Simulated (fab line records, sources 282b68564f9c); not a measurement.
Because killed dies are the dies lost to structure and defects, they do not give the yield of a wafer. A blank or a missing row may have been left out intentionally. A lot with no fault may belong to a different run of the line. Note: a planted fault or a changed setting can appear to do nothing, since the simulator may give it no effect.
Which tool is to blame? || flow rit-cmos || at 1 step of a route of 202, 11 lots with 33 wafers sampled

## WHAT EACH GAUGE READ, for each wafer
Not one reading of a measure or inspect step in the record can be checked against a usual standard deviation.

## WHAT TOOL EACH LOT RAN ON (gives the tool, then ch and the chambers of the sampled wafers, and finally the start)
{"lot": "L375", "RIT_PSD_COAT_01": "litho-track-03 ch 0, day 3 00:21"}
{"lot": "L376", "RIT_PSD_COAT_01": "litho-track-01 ch 0, day 3 04:34"}
{"lot": "L377", "RIT_PSD_COAT_01": "litho-track-03 ch 0, day 3 10:26"}
{"lot": "L381", "RIT_PSD_COAT_01": "litho-track-02 ch 0, day 4 06:14"}
{"lot": "L382", "RIT_PSD_COAT_01": "litho-track-01 ch 0, day 4 13:23"}
{"lot": "L387", "RIT_PSD_COAT_01": "litho-track-02 ch 0, day 5 15:44"}
{"lot": "L389", "RIT_PSD_COAT_01": "litho-track-03 ch 0, day 6 08:29"}
{"lot": "L391", "RIT_PSD_COAT_01": "litho-track-01 ch 0, day 6 13:07"}
{"lot": "L392", "RIT_PSD_COAT_01": "litho-track-01 ch 0, day 6 19:28"}
{"lot": "L395", "RIT_PSD_COAT_01": "litho-track-01 ch 0, day 7 07:02"}
{"lot": "L398", "RIT_PSD_COAT_01": "litho-track-03 ch 0, day 7 19:28"}
- RIT_PSD_COAT_01: resist thk 1000 nm.

## AS READ BY THE TOOLS THEMSELVES (means over the sampled wafers that have a number; for cases with no such wafer, the mark the record gives instead)
RIT_PSD_COAT_01. Usual: resist-line-temp-C 23.02 C, standard deviation 0.093; spin-speed-rpm 3250.0 rpm, standard deviation 2.3.
{"lot": "L375", "tool": "litho-track-03", "resist-line-temp-C (C)": 22.96, "spin-speed-rpm (rpm)": 3248.7, "flag": ""}
{"lot": "L376", "tool": "litho-track-01", "resist-line-temp-C (C)": 22.91, "spin-speed-rpm (rpm)": 3250.9, "flag": ""}
{"lot": "L377", "tool": "litho-track-03", "resist-line-temp-C (C)": 23.05, "spin-speed-rpm (rpm)": 3249.0, "flag": ""}
{"lot": "L381", "tool": "litho-track-02", "resist-line-temp-C (C)": 23.07, "spin-speed-rpm (rpm)": 3422.8, "flag": "OFF"}
{"lot": "L382", "tool": "litho-track-01", "resist-line-temp-C (C)": 23.09, "spin-speed-rpm (rpm)": 3250.0, "flag": ""}
{"lot": "L387", "tool": "litho-track-02", "resist-line-temp-C (C)": 23.04, "spin-speed-rpm (rpm)": 3421.4, "flag": "OFF"}
{"lot": "L389", "tool": "litho-track-03", "resist-line-temp-C (C)": 22.94, "spin-speed-rpm (rpm)": 3249.5, "flag": ""}
{"lot": "L391", "tool": "litho-track-01", "resist-line-temp-C (C)": 23.00, "spin-speed-rpm (rpm)": 3248.6, "flag": ""}
{"lot": "L392", "tool": "litho-track-01", "resist-line-temp-C (C)": 22.92, "spin-speed-rpm (rpm)": 3246.7, "flag": ""}
{"lot": "L395", "tool": "litho-track-01", "resist-line-temp-C (C)": 23.02, "spin-speed-rpm (rpm)": 3251.9, "flag": ""}
{"lot": "L398", "tool": "litho-track-03", "resist-line-temp-C (C)": 23.02, "spin-speed-rpm (rpm)": 3249.1, "flag": ""}

## THE ANSWER, worked out from the rows above alone
Rule: take the mean of a lot's wafers that have a number; if it is more than 3 standard deviations from the usual mean, the lot is off. A lot without any number at a reading at which 4 lots or more have one is off too. All remaining lots with rows at the step are treated as sound. Order of review: gauges by route order, followed by the tools' own readings, for which a lot's mean as printed above is used. At the first step where some lot is off, the reading lying furthest off is the one used; lots without a number count as furthest.
Off: L381, L387 (RIT_PSD_COAT_01, spin-speed-rpm).
A tool fits if, at that step or a process step before it, it ran every lot that is off, and no sound lot after the first of them. One fits: RIT_PSD_COAT_01 on litho-track-02. It ran no sound lot before its first lot that is off in this sample, so the start can't be narrowed down.
The tool's own readings at RIT_PSD_COAT_01 bear it out: on the lots that are off they differ by more than 5 times the standard deviation of the sound lots' means. spin-speed-rpm reads 3422.1 rpm there against 3249.4 rpm on the sound lots.

## WHAT HAD BEEN PUT IN BY THE SIMULATOR
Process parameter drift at RIT_PSD_COAT_01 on litho-track-02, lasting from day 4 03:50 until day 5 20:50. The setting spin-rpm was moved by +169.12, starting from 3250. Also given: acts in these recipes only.
Lots struck among those shown: L381, L387. The same result came from the rule above.
